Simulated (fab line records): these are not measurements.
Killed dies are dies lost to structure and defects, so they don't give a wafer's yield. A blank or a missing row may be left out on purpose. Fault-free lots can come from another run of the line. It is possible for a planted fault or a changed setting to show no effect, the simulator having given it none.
Which tool was responsible? ; flow berkeleyCmos170 ; 6 lots (18 wafers sampled), 1 step of a 331-step route

WHAT THE GAUGES READ, wafer by wafer
UCB170_GATE_CD_MEAS_12: target cd 350 nm.
lot;measured;on;cdNm (nm)
L553;day 5 18:32;cdSem-01;349.4 351.6 351.2
L556;day 6 17:28;cdSem-01;351.4 350.9 350.1
L557;day 6 23:01;cdSem-01;351.0 350.9 350.1
L566;day 8 18:49;cdSem-02;349.7 349.9 349.8
L572;day 10 03:10;cdSem-01;349.5 349.4 349.2
L575;day 10 19:18;cdSem-01;349.0 349.8 349.3

EACH LOT AND THE TOOL THAT RAN IT (in order: tool; ch and the chambers of the sampled wafers; start)
Before these readings, the record contains no process step.

THE ANSWER, worked out from the rows above alone
Rule: the lots themselves supply what counts as usual. Put in order of their means at a reading, lots are off if they are a third of the lots or fewer, leave a main group of 4 or more, and stand apart from it by a gap of 3 or more times the standard deviation of the main group's means; of several such gaps the widest counts. A main group whose means are all the same, to the digits that the tables above print for the reading, isn't used. Also off: a lot with no number at a reading for which 4 or more lots have one. All remaining lots with rows at the step are treated as sound.
Across all readings shown, no lot is off: no conclusion can be drawn from this.

WHAT THE SIMULATOR HAD INSERTED
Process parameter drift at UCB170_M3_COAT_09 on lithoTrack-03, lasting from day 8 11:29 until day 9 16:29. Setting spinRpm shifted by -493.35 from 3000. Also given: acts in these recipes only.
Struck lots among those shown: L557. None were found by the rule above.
